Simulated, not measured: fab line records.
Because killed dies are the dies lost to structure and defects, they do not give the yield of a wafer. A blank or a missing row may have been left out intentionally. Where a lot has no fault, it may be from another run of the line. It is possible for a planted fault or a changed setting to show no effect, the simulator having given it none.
fab line records	flow berkeley_cmos170
[record] lots = 7	wafers = 21	last_day = 11
route steps=331 shown NLDD@164 SPACER@171 PSD@175
lots that met no fault: taken from a fault-free run of the same line
start_h: start of the lot's first displayed wafer, in hours after the record's first day	wait_h: time in hours since the lot's previous step	" as in the row above	L1.1+2: one row covering several wafers at once	- no value present, or no start provided	* or withheld: withheld	< > ~ a bound
route shown NAME@n: NAME is a module with steps in the file, n the number in the route of the first one	usual: mean and standard deviation over wafers with no fault	same: alike in all rows	chamber/n: place in a boat	sites: the reading at each site	_std_site: the standard deviation of these	_edge_site: inner sites' mean taken away from outer sites' mean	radius_mm: for every site, how far away it sits from the centre of the wafer	mask NAME#n: copy n	behind: the tool/chamber that last shaped the wafer	hold: cause of the lot's hold/its duration in hours/its outcome	device: names the non-switching transistor (n, p or np)	end of line: the tests these same wafers got at the end of their route	a step without rows: its recipe alone	killed: not the wafer's yield, but the dies lost to structure and defects at the first sort	map: shows each die of a wafer: x if killed, . if not, _ if none is there
set.NAME: the run value of the setting; set.NAME@STEP: its run value at that earlier step	model.NAME: the simulator's own value behind a step, which no gauge read
certain route steps with their lots: each step a table, each wafer a row
services: the hour from which a tool's chamber was out of use, counted from the record's first day as start_h (under 0 if before that day), plus the number of hours and why
[[steps]]
[step UCB170_NLDD_CD_MEAS_06]
[recipe] target_cd_nm = 1200
[usual] cd_nm = 1200.3/1.5
lot.wafer	tool	chamber	start_h	wait_h	cd_nm
L275.3	cd_sem-01	-	176.28	-	1201.5
L275.4	"	-	"	"	1201.0
L275.5	"	-	"	"	1201.7
L286.1	cd_sem-01	-	205.36	-	1200.4
L286.2	"	-	"	"	1198.6
L286.4	"	-	"	"	1199.6
L287.3	cd_sem-01	-	210.12	-	1199.0
L287.5	"	-	"	"	1198.3
L287.6	"	-	"	"	1198.6
L289.2	cd_sem-02	-	226.45	-	1202.9
L289.3	"	-	"	"	1202.3
L289.5	"	-	"	"	1202.8
L288.2	cd_sem-02	-	227.07	-	1197.7
L288.3	"	-	"	"	1199.2
L288.4	"	-	"	"	1197.5
L291.1	cd_sem-02	-	230.70	-	1198.3
L291.2	"	-	"	"	1198.6
L291.6	"	-	"	"	1197.8
L292.1	cd_sem-01	-	231.30	-	1199.3
L292.5	"	-	"	"	1199.9
L292.6	"	-	"	"	1199.4
[step UCB170_NLDD_OVL_MEAS_07]
[usual] NLDD_OVL = 1/5.7
lot.wafer	tool	chamber	start_h	wait_h	NLDD_OVL[nm]
L275.3	overlay-02	-	176.38	0.1	2
L275.4	"	-	"	"	-6
L275.5	"	-	"	"	-2
L286.1	overlay-02	-	205.48	0.1	1
L286.2	"	-	"	"	4
L286.4	"	-	"	"	3
L287.3	overlay-02	-	210.22	0.1	1
L287.5	"	-	"	"	-1
L287.6	"	-	"	"	-10
L289.2	overlay-01	-	226.55	0.1	-3
L289.3	"	-	"	"	-1
L289.5	"	-	"	"	-1
L288.2	overlay-02	-	227.18	0.1	1
L288.3	"	-	"	"	9
L288.4	"	-	"	"	4
L291.1	overlay-01	-	230.82	0.1	-3
L291.2	"	-	"	"	0
L291.6	"	-	"	"	-3
L292.1	overlay-02	-	231.42	0.1	-4
L292.5	"	-	"	"	6
L292.6	"	-	"	"	-4
[step UCB170_NLDD_IMPLANT_08]
[recipe] species = As	dose_cm2 = 5e+13	energy_kev = 30	tilt_deg = 7	rotation_deg = 0
[step UCB170_NLDD_IMPLANT_09]
[recipe] species = As	dose_cm2 = 5e+13	energy_kev = 30	tilt_deg = 7	rotation_deg = 180
[step UCB170_NLDD_STRIP_10]
[recipe] chemistry = O2	power_w = 400	pressure_mtorr = 3500	platen_temp_c = withheld	o2_flow_sccm = 400	overash_fraction = 0.5
[usual] drypump_motor_current_A = 5.97/0.27	oes_product_au = 0.735/0.005	strip_time_to_endpoint_s = 21.61/0.065
lot.wafer	tool	chamber	start_h	wait_h	drypump_motor_current_A	oes_product_au	rf_hours_counter_h	strip_time_to_endpoint_s
L275.3	plasma_asher-02	0	176.73	0.1	6.01	0.735	-	21.57
L275.4	"	1	"	"	5.95	0.733	-	21.57
L275.5	"	1	"	"	5.93	0.730	-	21.66
L286.1	plasma_asher-02	1	205.82	0.1	5.92	0.729	48	21.50
L286.2	"	0	"	"	6.03	0.744	48	21.54
L286.4	"	0	"	"	6.03	0.726	-	21.53
L287.3	plasma_asher-03	0	210.57	0.1	6.29	0.741	-	21.64
L287.5	"	1	"	"	5.77	0.732	-	21.61
L287.6	"	0	"	"	6.31	0.729	-	21.64
L289.2	plasma_asher-02	0	226.88	0.1	6.00	0.734	51	21.52
L289.3	"	0	"	"	6.01	0.737	-	21.52
L289.5	"	0	"	"	6.02	0.736	-	21.54
L288.2	plasma_asher-03	0	227.51	0.1	6.36	0.736	48	21.63
L288.3	"	0	"	"	6.39	0.729	-	21.69
L288.4	"	1	"	"	5.74	0.737	-	21.70
L291.1	plasma_asher-03	1	231.15	0.1	5.74	0.737	48	21.61
L291.2	"	0	"	"	6.34	0.737	48	21.60
L291.6	"	0	"	"	6.35	0.732	-	21.63
L292.1	plasma_asher-01	1	231.76	0.1	6.26	0.740	55	21.67
L292.5	"	1	"	"	6.25	0.733	-	21.71
L292.6	"	0	"	"	5.55	0.734	-	21.68
[step UCB170_NLDD_TW_MEAS_11]
[usual] NLDD_TW = 2216/18
lot.wafer	tool	chamber	start_h	wait_h	NLDD_TW
L275.3	film_metro-01	-	176.82	0.1	2233
L275.4	"	-	"	"	2241
L275.5	"	-	"	"	2238
L286.1	film_metro-01	-	205.92	0.1	2251
L286.2	"	-	"	"	2252
L286.4	"	-	"	"	2257
L287.3	film_metro-02	-	210.66	0.1	2229
L287.5	"	-	"	"	2227
L287.6	"	-	"	"	2227
L289.2	film_metro-02	-	226.99	0.1	2221
L289.3	"	-	"	"	2211
L289.5	"	-	"	"	2212
L288.2	film_metro-04	-	227.62	0.1	2203
L288.3	"	-	"	"	2188
L288.4	"	-	"	"	2214
L291.1	film_metro-02	-	231.25	0.1	2216
L291.2	"	-	"	"	2209
L291.6	"	-	"	"	2215
L292.1	film_metro-02	-	231.86	0.1	2211
L292.5	"	-	"	"	2218
L292.6	"	-	"	"	2221
[step UCB170_NLDD_CLEAN_12]
[recipe] chemistry = SPM	temp_c = 120	time_s = 600
[step UCB170_SPACER_CVD_00]
[recipe] material = SiO2	target_thk_nm = 376	temp_c = 390	precursor = TEOS/O2	time_s = 47	rf_w = 550	pressure_mtorr = 9000
[usual] heater_power_w = 274/59
[same] time_s = 47
lot.wafer	tool	chamber	start_h	wait_h	heater_power_w
L275.3	pecvd-04	2	177.05	0.0	141
L275.4	"	0	"	"	242
L275.5	"	1	"	"	280
L286.1	pecvd-02	2	206.49	0.0	310
L286.2	"	0	"	"	227
L286.4	"	0	"	"	245
L287.3	pecvd-04	2	210.89	0.0	214
L287.5	"	1	"	"	337
L287.6	"	0	"	"	176
L289.2	pecvd-02	0	227.23	0.0	271
L289.3	"	1	"	"	380
L289.5	"	0	"	"	278
L288.2	pecvd-04	1	227.86	0.0	362
L288.3	"	0	"	"	238
L288.4	"	0	"	"	248
L291.1	pecvd-02	0	232.70	0.0	254
L291.2	"	1	"	"	390
L291.6	"	1	"	"	283
L292.1	pecvd-01	1	232.70	0.0	246
L292.5	"	1	"	"	259
L292.6	"	2	"	"	351
[step UCB170_SPACER_THK_MEAS_01]
[recipe] reads = SiO2_of_SPACER_CVD_00
[usual] SPACER_TEOS_THK = 377/5.1
lot.wafer	tool	chamber	start_h	wait_h	SPACER_TEOS_THK[nm]
L275.3	film_metro-03	-	177.11	0.0	373
L275.4	"	-	"	"	374
L275.5	"	-	"	"	374
L286.1	film_metro-03	-	206.53	0.0	372
L286.2	"	-	"	"	382
L286.4	"	-	"	"	383
L287.3	film_metro-01	-	210.95	0.0	370
L287.5	"	-	"	"	376
L287.6	"	-	"	"	371
L289.2	film_metro-01	-	227.29	0.0	377
L289.3	"	-	"	"	368
L289.5	"	-	"	"	387
L288.2	film_metro-02	-	227.91	0.0	372
L288.3	"	-	"	"	362
L288.4	"	-	"	"	373
L292.1	film_metro-01	-	232.75	0.0	374
L292.5	"	-	"	"	377
L292.6	"	-	"	"	380
L291.1	film_metro-03	-	232.80	0.1	373
L291.2	"	-	"	"	375
L291.6	"	-	"	"	378
[step UCB170_SPACER_ANNEAL_02]
[recipe] temp_c = 900	time_s = 1800	ambient = N2
[step UCB170_SPACER_ETCHBACK_03]
[recipe] stop_on = Si	target = SiO2	chemistry = CHF3/CF4/Ar	CHF3_flow_sccm = 50	cf4_flow_sccm = 10	Ar_flow_sccm = 120	pressure_mtorr = 200	rf_w = 500	target_depth_a = 3760	time_s = 100
[usual] drypump_motor_current_A = 5.6/0.38	oes_product_au = 0.903/0.018	throttle_valve_pct = 6.46/0.1
[same] time_s = 100
lot.wafer	tool	chamber	start_h	wait_h	drypump_motor_current_A	oes_product_au	rf_hours_counter_h	throttle_valve_pct
L275.3	rie_diel-01	0	179.95	0.0	5.8	0.910	5	6.34
L275.4	"	3	"	"	5.1	0.908	92	6.65
L275.5	"	0	"	"	5.8	0.910	-	6.37
L286.1	rie_diel-02	0	209.97	0.0	6.0	0.875	61	6.52
L286.2	"	3	"	"	5.2	0.899	20	6.57
L286.4	"	1	"	"	6.2	0.935	13	6.47
L287.3	rie_diel-02	2	214.95	0.0	5.0	0.882	46	6.56
L287.5	"	1	"	"	6.3	0.922	-	6.45
L287.6	"	2	"	"	5.0	0.889	-	6.53
L288.2	rie_diel-02	2	231.33	0.0	5.0	0.882	47	6.55
L288.3	"	1	"	"	6.2	0.892	15	6.47
L288.4	"	2	"	"	5.0	0.888	-	6.55
L289.2	rie_diel-01	0	231.33	0.0	5.8	0.909	7	6.35
L289.3	"	1	"	"	5.5	0.908	34	6.34
L289.5	"	0	"	"	5.8	0.934	-	6.34
L292.1	rie_diel-02	1	237.18	0.0	6.3	0.920	15	6.45
L292.5	"	1	"	"	6.3	0.917	-	6.47
L292.6	"	2	"	"	5.0	0.906	-	6.56
L291.1	rie_diel-04	3	237.21	0.0	5.7	0.882	47	6.51
L291.2	"	1	"	"	6.1	0.874	2	6.52
L291.6	"	2	"	"	5.7	0.915	-	6.36
[step UCB170_PSD_HMDS_00]
[recipe] prime_time_s = 60	prime_temp_c = 100
[step UCB170_PSD_COAT_01]
[recipe] resist = KrF	spin_rpm = 1500	resist_thk_nm = 900
[usual] chill_plate_temp_C = 23.00/0.1	dispense_pressure_kPa = 53.0/2.4	resist_line_temp_C = 23.02/0.095
lot.wafer	tool	chamber	start_h	wait_h	chill_plate_temp_C	dispense_pressure_kPa	resist_line_temp_C
L275.3	litho_track-01	0	180.40	0.1	23.02	52.3	23.04
L275.4	"	0	"	"	23.10	52.3	22.96
L275.5	"	0	"	"	23.03	52.2	23.13
L286.1	litho_track-02	0	210.51	0.1	22.88	55.7	23.05
L286.2	"	0	"	"	22.93	55.6	23.06
L286.4	"	0	"	"	22.93	55.6	23.08
L287.3	litho_track-01	-	216.05	0.1	-	-	-
L287.5	"	-	"	"	-	-	-
L287.6	"	-	"	"	-	-	-
L288.2	litho_track-02	-	231.58	0.1	-	-	-
L288.3	"	-	"	"	-	-	-
L288.4	"	-	"	"	-	-	-
L289.2	litho_track-04	-	231.58	0.1	-	-	-
L289.3	"	-	"	"	-	-	-
L289.5	"	-	"	"	-	-	-
L292.1	litho_track-02	0	237.58	0.1	23.02	55.6	23.08
L292.5	"	0	"	"	23.09	55.7	22.91
L292.6	"	0	"	"	23.09	55.6	23.09
L291.1	litho_track-04	0	237.71	0.1	23.08	49.9	23.09
L291.2	"	0	"	"	23.02	49.8	22.98
L291.6	"	0	"	"	22.97	49.9	23.18
[step UCB170_PSD_SOFTBAKE_02]
[recipe] resist = KrF	temp_c = 130	time_s = 60
[step UCB170_PSD_EXPOSE_03]
[recipe] mask_id = PSELECT_MOD	na = 0.5	sigma_outer = 0.6	source_shape = conventional	target_cd_nm = 1200	dose_mj = 30
[step UCB170_PSD_PEB_04]
[recipe] peb_temp_c = 130	peb_time_s = withheld	resist = KrF
[step UCB170_PSD_DEVELOP_05]
[recipe] developer = TMAH	develop_time_s = 43.39	resist = KrF	dev_temp_c = 21
[step UCB170_PSD_CD_MEAS_06]
[recipe] target_cd_nm = 1200
[usual] cd_nm = 1200.4/1.3
lot.wafer	tool	chamber	start_h	wait_h	cd_nm
L275.3	cd_sem-01	-	182.08	-	1201.3
L275.4	"	-	"	"	1200.8
L275.5	"	-	"	"	1201.0
L286.1	cd_sem-02	-	211.82	-	1201.5
L286.2	"	-	"	"	1200.2
L286.4	"	-	"	"	1202.6
L287.3	cd_sem-01	-	217.38	-	-
L287.5	"	-	"	"	-
L287.6	"	-	"	"	-
L289.2	cd_sem-02	-	232.39	-	-
L289.3	"	-	"	"	-
L289.5	"	-	"	"	-
L288.2	cd_sem-01	-	232.67	-	-
L288.3	"	-	"	"	-
L288.4	"	-	"	"	-
L292.1	cd_sem-02	-	238.70	-	1199.5
L292.5	"	-	"	"	1199.9
L292.6	"	-	"	"	1199.6
L291.1	cd_sem-01	-	238.74	-	1198.1
L291.2	"	-	"	"	1197.5
L291.6	"	-	"	"	1197.7
[step UCB170_PSD_OVL_MEAS_07]
[usual] PSD_OVL = 3/6.1
lot.wafer	tool	chamber	start_h	wait_h	PSD_OVL[nm]
L275.3	overlay-02	-	182.18	0.1	-8
L275.4	"	-	"	"	-8
L275.5	"	-	"	"	-9
L286.1	overlay-02	-	211.94	0.1	2
L286.2	"	-	"	"	-3
L286.4	"	-	"	"	-4
L287.3	overlay-02	-	217.47	0.1	-
L287.5	"	-	"	"	-
L287.6	"	-	"	"	-
L289.2	overlay-02	-	232.50	0.1	-
L289.3	"	-	"	"	-
L289.5	"	-	"	"	-
L288.2	overlay-01	-	232.77	0.1	-
L288.3	"	-	"	"	-
L288.4	"	-	"	"	-
L292.1	overlay-02	-	238.82	0.1	-3
L292.5	"	-	"	"	1
L292.6	"	-	"	"	-4
L291.1	overlay-01	-	238.86	0.1	2
L291.2	"	-	"	"	9
L291.6	"	-	"	"	6
[[services]]
tool	chamber	start_h	hours	kind
pecvd-04	-	153.52	0.4	repair
rie_diel-04	-	157.16	1.4	repair
pecvd-01	-	157.45	10.9	repair
rie_diel-04	-	164.03	1.0	repair
rie_diel-04	1	179.59	-	clean
rie_diel-04	1	179.59	26.9	scheduled_down
rie_diel-04	1	179.59	26.9	vent_cycle
pecvd-02	-	191.15	0.4	repair
pecvd-04	2	212.44	4.9	repair
rie_diel-02	0	229.17	12.2	repair
plasma_asher-03	-	233.64	2.1	repair
plasma_asher-01	-	236.54	6.1	repair
pecvd-01	-	236.62	0.8	repair
[[key]]
[first_sign] step = UCB170_PSD_COAT_01	reading = tool_record	direction = missing
[effect] step = UCB170_PSD_CD_MEAS_06	reading = cd_nm	direction = missing
[effect] step = UCB170_PSD_OVL_MEAS_07	reading = PSD_OVL	direction = missing
met_at UCB170_PSD_COAT_01
struck_wafers L287.3,L287.5,L287.6,L288.2,L288.3,L288.4,L289.2,L289.3,L289.5
sort_left_out L287.3,L287.5,L287.6,L288.2,L288.3,L288.4,L289.2,L289.3,L289.5
tester_left_out L287,L288,L289
onset_between 210.51 216.05
[fault] kind = skipped_step_whole	tool = litho_track-01,litho_track-02,litho_track-04	chamber = -	onset_h = 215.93	steps = UCB170_PSD_COAT_01	scope = struck_lots_only
// tester_left_out: of these lots the tester's yield and bins aren't shown, on N5 and GAA mostly nor the transistor test; their killed dies are dies lost to structure and defects alone, not to doping, threshold or leakage, so they don't give the yield
// sort_left_out: the simulated sort isn't trusted on such a fault, so these wafers' sort isn't shown, and their yield isn't known
